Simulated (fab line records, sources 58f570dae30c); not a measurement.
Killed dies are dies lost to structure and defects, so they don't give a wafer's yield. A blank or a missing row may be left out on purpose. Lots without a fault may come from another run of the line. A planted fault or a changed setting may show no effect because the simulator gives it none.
Which tool did it? | flow berkeley_cmos170 | 14 lots, 42 wafers sampled, at 4 steps of a route of 331

WHAT THE GAUGES READ, wafer by wafer
UCB170_ACTIVE_OVL_MEAS_14.
lot  | measured    | on         | ACTIVE_OVL (nm)
L330 | day 4 09:43 | overlay-02 | -7 -7 -3
L333 | day 5 10:26 | overlay-01 | -3 12 1
L335 | day 5 16:53 | overlay-01 | -1 3 1
L337 | day 6 08:28 | overlay-01 | 15 2 9
L336 | day 6 08:16 | overlay-02 | -3 3 2
L338 | day 6 16:59 | overlay-02 | 6 -3 4
L340 | day 6 16:54 | overlay-01 | -4 2 -2
L341 | day 7 10:29 | overlay-02 | 19 12 12
L342 | day 7 10:22 | overlay-01 | 17 7 12
L343 | day 7 19:31 | overlay-01 | -1 1 5
L347 | day 8 15:28 | overlay-01 | 7 1 7
L350 | day 9 04:19 | overlay-01 | -1 -7 -3
L351 | day 9 05:10 | overlay-02 | 0 -1 0
L353 | day 9 13:22 | overlay-02 | -5 -6 -1

UCB170_FIELD_THK_MEAS_90.
lot  | measured     | on            | FIELD_OXIDE_LEFT_1_THK (nm)
L330 | day 5 05:37  | film_metro-01 | 454 457 455
L333 | day 6 07:10  | film_metro-04 | 444 453 452
L335 | day 6 11:06  | film_metro-04 | 426 433 426
L337 | day 7 07:57  | film_metro-03 | 446 449 448
L336 | day 7 07:57  | film_metro-01 | 453 454 451
L338 | day 7 14:22  | film_metro-01 | 436 437 444
L340 | day 7 14:23  | film_metro-03 | 434 440 439
L341 | day 8 02:55  | film_metro-01 | 456 448 447
L342 | day 8 02:55  | film_metro-04 | 444 448 439
L343 | day 8 17:50  | film_metro-01 | 434 437 438
L347 | day 9 08:32  | film_metro-01 | 438 447 442
L350 | day 9 22:33  | film_metro-04 | 433 430 434
L351 | day 9 22:31  | film_metro-03 | 421 440 428
L353 | day 10 11:38 | film_metro-03 | 446 454 440

WHICH TOOL RAN EACH LOT (tool, then ch and the chambers of the sampled wafers, then the start)
lot  | UCB170_ZERO_SOFTBAKE_02          | UCB170_NWELL_STRIP_15
L330 | litho_track-04 ch 0, day 1 17:13 | plasma_asher-04 ch 0,1, day 2 07:01
L333 | litho_track-03 ch 0, day 2 13:47 | plasma_asher-04 ch 0,1, day 3 05:50
L335 | litho_track-02 ch 0, day 2 20:10 | plasma_asher-04 ch 0,1, day 3 14:19
L337 | litho_track-04 ch 0, day 3 03:22 | plasma_asher-01 ch 0,1, day 3 22:37
L336 | litho_track-03 ch 0, day 3 03:36 | plasma_asher-01 ch 0,1, day 3 22:16
L338 | litho_track-04 ch 0, day 3 17:02 | plasma_asher-04 ch 0,1, day 4 06:59
L340 | litho_track-02 ch 0, day 3 21:08 | plasma_asher-03 ch 0,1, day 4 12:19
L341 | litho_track-03 ch 0, day 4 04:56 | plasma_asher-03 ch 0,1, day 5 05:17
L342 | litho_track-04 ch 0, day 4 10:40 | plasma_asher-04 ch 1, day 5 05:22
L343 | litho_track-04 ch 0, day 4 17:36 | plasma_asher-04 ch 0,1, day 5 10:20
L347 | litho_track-04 ch 0, day 5 09:50 | plasma_asher-01 ch 1, day 6 03:31
L350 | litho_track-04 ch 0, day 6 02:28 | plasma_asher-04 ch 0,1, day 6 18:37
L351 | litho_track-04 ch 0, day 6 07:47 | plasma_asher-03 ch 0,1, day 7 00:22
L353 | litho_track-03 ch 0, day 6 15:29 | plasma_asher-04 ch 0,1, day 7 11:50
- UCB170_ZERO_SOFTBAKE_02: time 60 s.
- UCB170_NWELL_STRIP_15: strips in O2.

WHAT THE TOOLS THEMSELVES READ (means of the sampled wafers that have a number; where no wafer has one, the mark that the record gives instead)
UCB170_ZERO_SOFTBAKE_02.
lot  | tool           | run_length_s (s)
L330 | litho_track-04 | 89.15
L333 | litho_track-03 | 89.38
L335 | litho_track-02 | 89.01
L337 | litho_track-04 | 89.10
L336 | litho_track-03 | 89.23
L338 | litho_track-04 | 89.21
L340 | litho_track-02 | 89.08
L341 | litho_track-03 | 89.28
L342 | litho_track-04 | 89.22
L343 | litho_track-04 | 89.19
L347 | litho_track-04 | 89.08
L350 | litho_track-04 | 102.50
L351 | litho_track-04 | 102.46
L353 | litho_track-03 | 89.32

UCB170_NWELL_STRIP_15.
lot  | tool            | drypump_motor_current_A (A) | oes_product_au (a.u.) | strip_time_to_endpoint_s (s)
L330 | plasma_asher-04 | 5.8                         | 0.726                 | 18.02
L333 | plasma_asher-04 | 5.3                         | 0.722                 | 17.97
L335 | plasma_asher-04 | 5.3                         | 0.724                 | 17.95
L337 | plasma_asher-01 | 6.2                         | 0.723                 | 17.99
L336 | plasma_asher-01 | 6.2                         | 0.718                 | 18.13
L338 | plasma_asher-04 | 5.8                         | 0.720                 | 17.94
L340 | plasma_asher-03 | 5.4                         | 0.717                 | 18.05
L341 | plasma_asher-03 | 5.4                         | 0.722                 | 17.97
L342 | plasma_asher-04 | 4.8                         | 0.716                 | 18.10
L343 | plasma_asher-04 | 5.8                         | 0.722                 | 17.96
L347 | plasma_asher-01 | 6.3                         | 0.719                 | 17.94
L350 | plasma_asher-04 | 5.3                         | 0.717                 | 17.76
L351 | plasma_asher-03 | 5.6                         | 0.716                 | 17.98
L353 | plasma_asher-04 | 5.8                         | 0.717                 | 17.98

THE ANSWER, worked out from the rows above alone
Rule: what is usual is taken from the lots themselves. Put in order of their means at a reading, lots are off if they are a third of the lots or fewer, leave a main group of 4 or more, and stand apart from it by a gap of 3 or more times the standard deviation of the main group's means; of several such gaps the widest counts. A main group whose means are all the same, to the digits that the tables above print for the reading, isn't used. A lot without any number at a reading at which 4 lots or more have one is off too. The other lots that the step has rows for count as sound. The gauges are gone through in route order, then the tools' own readings, and for those a lot's mean is taken as printed above. The first step at which some lot is off is used, and at that step the reading that is off furthest; a lot without a number counts as furthest.
Off: L350, L351, at UCB170_ZERO_SOFTBAKE_02 (run_length_s). The main group: mean 89.19 s, standard deviation 0.1.
A tool fits if, at that step or a process step before it, it ran every lot that is off, and no sound lot after the first of them. One fits: litho_track-04 at UCB170_ZERO_SOFTBAKE_02. Its last sound lot is L347 (day 5 09:50), its first lot that is off L350 (day 6 02:28): a fault that began between those two fits.
The tool's own readings at UCB170_ZERO_SOFTBAKE_02 bear it out: on the lots that are off they differ by more than 5 times the standard deviation of the sound lots' means. run_length_s reads 102.48 s there against 89.19 s on the sound lots.

WHAT THE SIMULATOR HAD PUT IN
Process parameter drift: litho_track-04, from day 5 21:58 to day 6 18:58, at UCB170_ZERO_SOFTBAKE_02. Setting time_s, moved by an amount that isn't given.
Lots struck among those shown: L350, L351. The rule above found the same.
